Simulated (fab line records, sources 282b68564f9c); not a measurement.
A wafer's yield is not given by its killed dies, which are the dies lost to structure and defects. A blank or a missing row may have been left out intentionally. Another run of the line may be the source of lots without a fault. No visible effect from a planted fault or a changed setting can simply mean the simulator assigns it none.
What tool caused it? || flow rit cmos || Sampling: 15 lots, 45 wafers, 2 of 202 route steps

WHAT EACH GAUGE READ, for each wafer
The record lacks any reading of a measuring or inspecting step that a usual standard deviation could be used to judge.

WHAT TOOL EACH LOT RAN ON (gives the tool, then ch and the chambers of the sampled wafers, and finally the start)
{"lot": "L240", "RIT_CONTACT_CLEAN_13": "wet bench-02 ch 3, day 3 15:10", "RIT_M1_PROBE_99": "prober-01, day 3 19:53"}
{"lot": "L241", "RIT_CONTACT_CLEAN_13": "wet bench-03 ch 2, day 3 21:21", "RIT_M1_PROBE_99": "prober-01, day 4 02:02"}
{"lot": "L242", "RIT_CONTACT_CLEAN_13": "wet bench-03 ch 1, day 3 22:41", "RIT_M1_PROBE_99": "prober-02, day 4 03:35"}
{"lot": "L244", "RIT_CONTACT_CLEAN_13": "wet bench-01 ch 3, day 4 04:45", "RIT_M1_PROBE_99": "prober-02, day 4 09:16"}
{"lot": "L246", "RIT_CONTACT_CLEAN_13": "wet bench-01 ch 0, day 4 15:09", "RIT_M1_PROBE_99": "prober-02, day 4 19:40"}
{"lot": "L247", "RIT_CONTACT_CLEAN_13": "wet bench-03 ch 0, day 4 21:31", "RIT_M1_PROBE_99": "prober-01, day 5 02:02"}
{"lot": "L251", "RIT_CONTACT_CLEAN_13": "wet bench-01 ch 2, day 5 22:33", "RIT_M1_PROBE_99": "prober-01, day 6 03:06"}
{"lot": "L252", "RIT_CONTACT_CLEAN_13": "wet bench-02 ch 0, day 6 01:05", "RIT_M1_PROBE_99": "prober-02, day 6 05:34"}
{"lot": "L253", "RIT_CONTACT_CLEAN_13": "wet bench-03 ch 2, day 6 02:33", "RIT_M1_PROBE_99": "prober-01, day 6 07:04"}
{"lot": "L258", "RIT_CONTACT_CLEAN_13": "wet bench-01 ch 2, day 7 03:22", "RIT_M1_PROBE_99": "prober-02, day 7 08:01"}
{"lot": "L259", "RIT_CONTACT_CLEAN_13": "wet bench-01 ch 3, day 7 06:19", "RIT_M1_PROBE_99": "prober-01, day 7 10:40"}
{"lot": "L260", "RIT_CONTACT_CLEAN_13": "wet bench-03 ch 2, day 7 10:12", "RIT_M1_PROBE_99": "prober-02, day 7 14:41"}
{"lot": "L261", "RIT_CONTACT_CLEAN_13": "wet bench-02 ch 1, day 7 15:40", "RIT_M1_PROBE_99": "prober-01, day 7 20:13"}
{"lot": "L262", "RIT_CONTACT_CLEAN_13": "wet bench-02 ch 3, day 8 00:50", "RIT_M1_PROBE_99": "prober-02, day 8 05:24"}
{"lot": "L263", "RIT_CONTACT_CLEAN_13": "wet bench-01 ch 3, day 8 06:14", "RIT_M1_PROBE_99": "prober-01, day 8 10:43"}
- RIT_CONTACT_CLEAN_13: cleans in SC1, time 600 s.
- RIT_M1_PROBE_99

AS READ BY THE TOOLS THEMSELVES (means over the sampled wafers that have a number; for cases with no such wafer, the mark the record gives instead)
RIT_CONTACT_CLEAN_13.
{"lot": "L240", "tool": "wet bench-02", "bath guard temp C (C)": 75.3, "bath heat duty pct (%)": 15.3}
{"lot": "L241", "tool": "wet bench-03", "bath guard temp C (C)": 74.7, "bath heat duty pct (%)": 15.1}
{"lot": "L242", "tool": "wet bench-03", "bath guard temp C (C)": 75.6, "bath heat duty pct (%)": 12.8}
{"lot": "L244", "tool": "wet bench-01", "bath guard temp C (C)": 75.7, "bath heat duty pct (%)": 16.5}
{"lot": "L246", "tool": "wet bench-01", "bath guard temp C (C)": 75.6, "bath heat duty pct (%)": 13.6}
{"lot": "L247", "tool": "wet bench-03", "bath guard temp C (C)": 75.3, "bath heat duty pct (%)": 15.4}
{"lot": "L251", "tool": "wet bench-01", "bath guard temp C (C)": "-", "bath heat duty pct (%)": "-"}
{"lot": "L252", "tool": "wet bench-02", "bath guard temp C (C)": "-", "bath heat duty pct (%)": "-"}
{"lot": "L253", "tool": "wet bench-03", "bath guard temp C (C)": "-", "bath heat duty pct (%)": "-"}
{"lot": "L258", "tool": "wet bench-01", "bath guard temp C (C)": 74.1, "bath heat duty pct (%)": 16.6}
{"lot": "L259", "tool": "wet bench-01", "bath guard temp C (C)": 75.8, "bath heat duty pct (%)": 15.6}
{"lot": "L260", "tool": "wet bench-03", "bath guard temp C (C)": 74.8, "bath heat duty pct (%)": 13.8}
{"lot": "L261", "tool": "wet bench-02", "bath guard temp C (C)": 74.5, "bath heat duty pct (%)": 15.9}
{"lot": "L262", "tool": "wet bench-02", "bath guard temp C (C)": 75.3, "bath heat duty pct (%)": 15.2}
{"lot": "L263", "tool": "wet bench-01", "bath guard temp C (C)": 75.7, "bath heat duty pct (%)": 15.5}

RIT_M1_PROBE_99.
{"lot": "L240", "tool": "prober-01", "killed at contacts": 0.0, "killed at front end": 3, "killed dies": 3, "killed on rim": 0.0, "killed open": 1.3, "killed short": 2.0}
{"lot": "L241", "tool": "prober-01", "killed at contacts": 0.0, "killed at front end": 8, "killed dies": 8, "killed on rim": 2.0, "killed open": 3.3, "killed short": 4.0}
{"lot": "L242", "tool": "prober-02", "killed at contacts": 0.0, "killed at front end": 7, "killed dies": 7, "killed on rim": 2.0, "killed open": 2.7, "killed short": 4.0}
{"lot": "L244", "tool": "prober-02", "killed at contacts": 0.0, "killed at front end": 7, "killed dies": 7, "killed on rim": 2.0, "killed open": 4.7, "killed short": 2.3}
{"lot": "L246", "tool": "prober-02", "killed at contacts": 0.0, "killed at front end": 7, "killed dies": 7, "killed on rim": 0.7, "killed open": 3.0, "killed short": 4.3}
{"lot": "L247", "tool": "prober-01", "killed at contacts": 0.0, "killed at front end": 5, "killed dies": 5, "killed on rim": 1.3, "killed open": 3.0, "killed short": 2.3}
{"lot": "L251", "tool": "prober-01", "killed at contacts": 0.0, "killed at front end": 9, "killed dies": 9, "killed on rim": 2.0, "killed open": 4.3, "killed short": 5.0}
{"lot": "L252", "tool": "prober-02", "killed at contacts": 0.0, "killed at front end": 9, "killed dies": 9, "killed on rim": 3.7, "killed open": 4.7, "killed short": 4.0}
{"lot": "L253", "tool": "prober-01", "killed at contacts": 0.0, "killed at front end": 6, "killed dies": 6, "killed on rim": 0.7, "killed open": 3.0, "killed short": 3.0}
{"lot": "L258", "tool": "prober-02", "killed at contacts": 0.0, "killed at front end": 12, "killed dies": 12, "killed on rim": 3.0, "killed open": 4.3, "killed short": 7.3}
{"lot": "L259", "tool": "prober-01", "killed at contacts": 0.0, "killed at front end": 5, "killed dies": 5, "killed on rim": 2.0, "killed open": 3.3, "killed short": 1.7}
{"lot": "L260", "tool": "prober-02", "killed at contacts": 0.0, "killed at front end": 7, "killed dies": 7, "killed on rim": 2.0, "killed open": 2.7, "killed short": 4.0}
{"lot": "L261", "tool": "prober-01", "killed at contacts": 0.3, "killed at front end": 6, "killed dies": 6, "killed on rim": 0.7, "killed open": 3.3, "killed short": 3.0}
{"lot": "L262", "tool": "prober-02", "killed at contacts": 0.0, "killed at front end": 6, "killed dies": 6, "killed on rim": 1.7, "killed open": 2.0, "killed short": 4.0}
{"lot": "L263", "tool": "prober-01", "killed at contacts": 0.0, "killed at front end": 5, "killed dies": 5, "killed on rim": 2.0, "killed open": 3.3, "killed short": 1.7}

THE ANSWER, worked out from the rows above alone
Rule: the usual values come from the lots themselves. The widest of any qualifying gaps counts: lots, ordered by their means at a reading, are off when they make up no more than a third of the lots, leave a main group of 4 or more, and stand apart from it by 3 or more times the standard deviation of that group's means. The tables above print the reading to a certain number of digits; a main group whose means all agree to those digits is not used. A lot without any number at a reading at which 4 lots or more have one is off too. The other lots that the step has rows for count as sound. First the gauges in route order, then the tools' own readings, where a lot's mean is used as printed above. At the first step where some lot is off, the reading lying furthest off is the one used; lots without a number count as furthest.
Off, at RIT_CONTACT_CLEAN_13 on bath guard temp C: L251, L252, L253. Without a number there: L251, L252, L253. The main group: mean 75.2 C, standard deviation 0.53.
If a tool, at that step or one of the process steps before it, ran each lot that is off and ran no sound lot following the first of them, it fits. None of those tried fits.

WHAT WAS PUT IN BY THE SIMULATOR
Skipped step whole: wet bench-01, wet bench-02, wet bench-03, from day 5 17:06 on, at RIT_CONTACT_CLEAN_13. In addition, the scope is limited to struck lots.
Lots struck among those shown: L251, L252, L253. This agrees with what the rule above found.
